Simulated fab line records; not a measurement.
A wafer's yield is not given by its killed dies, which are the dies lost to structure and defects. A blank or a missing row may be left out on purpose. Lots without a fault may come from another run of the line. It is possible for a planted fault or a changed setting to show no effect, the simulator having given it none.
2 desks looking at one fault + flow berkeley_cmos170 + only its own numbers are on each desk; what lay behind them is given at the end

THE METROLOGY DESK
What the gauges read, lot by lot, whatever tool the lot ran on: means of the sampled wafers that have a number. Any lot whose mean is over 4 standard deviations away from the usual mean is out of limits and marked OUT; that distance is given in the brackets.
Columns: A = cd_nm at UCB170_V1_CD_MEAS_90, usual 699.5 nm
| lot  | first seen here | A     |
|------|-----------------|-------|
| L621 | day 9 01:03     | 701.5 |
| L620 | day 9 01:23     | 700.1 |
| L622 | day 9 06:47     | 699.5 |
| L623 | day 9 13:05     | 699.5 |
| L625 | day 9 14:31     | 696.2 |
| L624 | day 9 16:04     | 698.7 |
| L626 | day 9 16:12     | 698.6 |
| L627 | day 10 02:26    | 700.5 |
| L633 | day 11 03:17    | 703.9 |
| L632 | day 11 04:06    | 698.0 |
| L639 | day 12 09:58    | 699.6 |
| L643 | day 13 14:47    | 698.8 |
| L642 | day 13 17:28    | 696.7 |
Finding of this desk: none of the 13 lots has anything out of limits.

THE TOOL OWNER'S DESK: rie_diel-01
The tool's own readings at UCB170_V1_ETCH_14 (etches SiO2 in CHF3/CF4/Ar, stops on Al, target depth 1250 nm, time 291 s): means of the sampled wafers that have a number, for each lot that ran on this tool. Any lot whose mean is over 4 standard deviations away from the usual mean is out of limits and marked OUT; that distance is given in the brackets.
Columns: A = chamber_pressure_mTorr at UCB170_V1_ETCH_14, usual 200.01 mTorr; B = drypump_motor_current_A at UCB170_V1_ETCH_14, usual 5.6 A; C = oes_product_au at UCB170_V1_ETCH_14, usual 0.875 a.u.; D = rf_fwd_power_W at UCB170_V1_ETCH_14, usual 697.8 W; E = throttle_valve_pct at UCB170_V1_ETCH_14, usual 7.01 %
| lot  | first seen here | A      | B   | C     | D                       | E    |
|------|-----------------|--------|-----|-------|-------------------------|------|
| L621 | day 9 00:46     | 200.04 | 5.7 | 0.873 | 697.2                   | 7.21 |
| L627 | day 10 02:08    | 200.03 | 5.4 | 0.889 | 697.3                   | 6.98 |
| L633 | day 11 02:59    | 199.92 | 5.5 | 0.883 | 941.8 (+99 or more) OUT | 6.87 |
| L642 | day 13 17:07    | 200.07 | 5.8 | 0.870 | 698.9                   | 7.16 |
This desk's finding: out of limits on L633; first on L633, day 11 02:59 (rf_fwd_power_W at UCB170_V1_ETCH_14). L621, L627, L642: within limits.

TAKEN TOGETHER
The tool owner's desk had the chance to raise an alarm at day 11 02:59 on L633.
At the metrology desk, nothing out of limits was observed.
The metrology desk has L633 on record, within its limits.
UCB170_V1_ETCH_14 was run on rie_diel-01 by each of the lots named.

WHAT HAD BEEN PUT IN BY THE SIMULATOR
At UCB170_V1_ETCH_14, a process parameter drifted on rie_diel-01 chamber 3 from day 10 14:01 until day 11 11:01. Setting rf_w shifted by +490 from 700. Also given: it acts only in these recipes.
Shown lots that were struck: L633.
Delay in hours, fault start to first out-of-limits reading, by desk: the tool owner's desk at 13.
